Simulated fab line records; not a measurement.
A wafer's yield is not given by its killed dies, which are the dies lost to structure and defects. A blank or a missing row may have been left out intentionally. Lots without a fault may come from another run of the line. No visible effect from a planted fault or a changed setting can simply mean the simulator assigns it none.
The tool behind it: which one? | flow rit-cmos | route of 202 steps, sampled at 1 step: 15 lots, 45 wafers

WHAT THE GAUGES SHOWED, per wafer
The record lacks any reading of a measuring or inspecting step that a usual standard deviation could be used to judge.

TOOL THAT RAN EACH LOT (tool first, then ch and the chambers of the sampled wafers, then the start)
lot  | RIT_GATE_EXPOSE_13
L901 | iline-stepper-02 ch 0, day 2 13:39
L902 | iline-stepper-01 ch 0, day 2 22:35
L903 | iline-stepper-01 ch 0, day 3 00:27
L905 | iline-stepper-01 ch 0, day 3 11:00
L907 | iline-stepper-01 ch 0, day 3 22:47
L908 | iline-stepper-02, day 4 00:13
L909 | iline-stepper-01, day 4 10:26
L910 | iline-stepper-01, day 4 10:44
L911 | iline-stepper-01 ch 0, day 4 18:18
L918 | iline-stepper-01 ch 0, day 6 07:07
L919 | iline-stepper-02 ch 0, day 6 10:37
L920 | iline-stepper-02 ch 0, day 6 12:05
L921 | iline-stepper-02 ch 0, day 6 21:35
L923 | iline-stepper-02 ch 0, day 7 07:37
L924 | iline-stepper-02 ch 0, day 7 11:44
- RIT_GATE_EXPOSE_13: exposes mask M6, target cd 150 nm.

WHAT THE TOOLS THEMSELVES READ (means of the sampled wafers that have a number; where no wafer has one, the mark that the record gives instead)
RIT_GATE_EXPOSE_13. Usual: exposure-dose-mJ-cm2 376.7, standard deviation 0.35; focus-offset-nm 0.0 nm, standard deviation 0.55.
lot  | tool             | exposure-dose-mJ-cm2 | focus-offset-nm (nm) | flag
L901 | iline-stepper-02 | 376.3                | 0.0                  |
L902 | iline-stepper-01 | 376.8                | -0.1                 |
L903 | iline-stepper-01 | 377.1                | 0.2                  |
L905 | iline-stepper-01 | 376.8                | 0.1                  |
L907 | iline-stepper-01 | 376.6                | 0.2                  |
L908 | iline-stepper-02 | -                    | -                    | OFF
L909 | iline-stepper-01 | -                    | -                    | OFF
L910 | iline-stepper-01 | -                    | -                    | OFF
L911 | iline-stepper-01 | 376.2                | 0.1                  |
L918 | iline-stepper-01 | 376.3                | 0.4                  |
L919 | iline-stepper-02 | 376.5                | 0.6                  |
L920 | iline-stepper-02 | 376.5                | 0.5                  |
L921 | iline-stepper-02 | 376.9                | 0.0                  |
L923 | iline-stepper-02 | 376.7                | 0.4                  |
L924 | iline-stepper-02 | 376.7                | -0.7                 |

THE ANSWER, worked out from the rows above alone
Rule: take the mean of a lot's wafers that have a number; if it is more than 3 standard deviations from the usual mean, the lot is off. A lot without any number at a reading at which 4 lots or more have one is off too. All remaining lots with rows at the step are treated as sound. First the gauges in route order, then the tools' own readings, where a lot's mean is used as printed above. At the first step where some lot is off, the reading lying furthest off is the one used; lots without a number count as furthest.
Off, at RIT_GATE_EXPOSE_13 on exposure-dose-mJ-cm2: L908, L909, L910. Without a number there: L908, L909, L910.
A tool fits if, at that step or a process step before it, it ran every lot that is off, and no sound lot after the first of them. None of those tried fits.

WHAT HAD BEEN PUT IN BY THE SIMULATOR
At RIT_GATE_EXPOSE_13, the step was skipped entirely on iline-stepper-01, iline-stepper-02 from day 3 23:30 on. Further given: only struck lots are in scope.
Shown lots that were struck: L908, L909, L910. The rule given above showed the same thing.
